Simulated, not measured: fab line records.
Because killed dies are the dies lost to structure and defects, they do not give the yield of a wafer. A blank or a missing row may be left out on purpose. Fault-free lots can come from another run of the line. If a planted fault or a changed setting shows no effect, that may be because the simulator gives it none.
Which tool is to blame? ; flow rit-cmos ; 6 lots, 18 wafers sampled, at 2 steps of a route of 202

WHAT THE GAUGES READ, wafer by wafer
RIT_PLDD_OVL_MEAS_06.
lot;measured;on;PLDD_OVL (nm)
L603;day 3 06:43;overlay-01;0.7 0.5 2.1
L605;day 3 18:50;overlay-02;0.9 -1.6 0.4
L607;day 4 01:29;overlay-01;-0.4 0.6 2.0
L612;day 4 21:56;overlay-01;133.9 132.9 132.7
L617;day 5 22:55;overlay-02;0.6 0.3 0.9
L622;day 6 23:40;overlay-02;0.5 0.5 -0.2

WHICH TOOL RAN EACH LOT (tool, then ch and the chambers of the sampled wafers, then the start)
lot;RIT_PLDD_EXPOSE_03
L603;iline-stepper-02 ch 0, day 3 06:13
L605;iline-stepper-02 ch 0, day 3 18:26
L607;iline-stepper-02 ch 0, day 4 01:07
L612;iline-stepper-01 ch 0, day 4 21:34
L617;iline-stepper-02 ch 0, day 5 22:31
L622;iline-stepper-02 ch 0, day 6 23:16
- RIT_PLDD_EXPOSE_03: exposes mask M8, target cd 40900 nm.

THE ANSWER, worked out from the rows above alone
Rule: what is usual is taken from the lots themselves. The widest of any qualifying gaps counts: lots, ordered by their means at a reading, are off when they make up no more than a third of the lots, leave a main group of 4 or more, and stand apart from it by 3 or more times the standard deviation of that group's means. The tables above print the reading to a certain number of digits; a main group whose means all agree to those digits is not used. Also off: a lot with no number at a reading for which 4 or more lots have one. Any other lot the step has rows for is counted as sound.
Off: at RIT_PLDD_OVL_MEAS_06 (PLDD_OVL), L612. Main group: mean 0.5 nm, sd 0.41.
A tool fits if, at a process step before that reading, it ran every lot that is off, and no sound lot after the first of them. Gauges at RIT_PLDD_OVL_MEAS_06: tried the same way as those tools. 2 tools fit, iline-stepper-01 at RIT_PLDD_EXPOSE_03 and overlay-01 at RIT_PLDD_OVL_MEAS_06, so this cannot tell which one it is.

WHAT HAD BEEN PUT IN BY THE SIMULATOR
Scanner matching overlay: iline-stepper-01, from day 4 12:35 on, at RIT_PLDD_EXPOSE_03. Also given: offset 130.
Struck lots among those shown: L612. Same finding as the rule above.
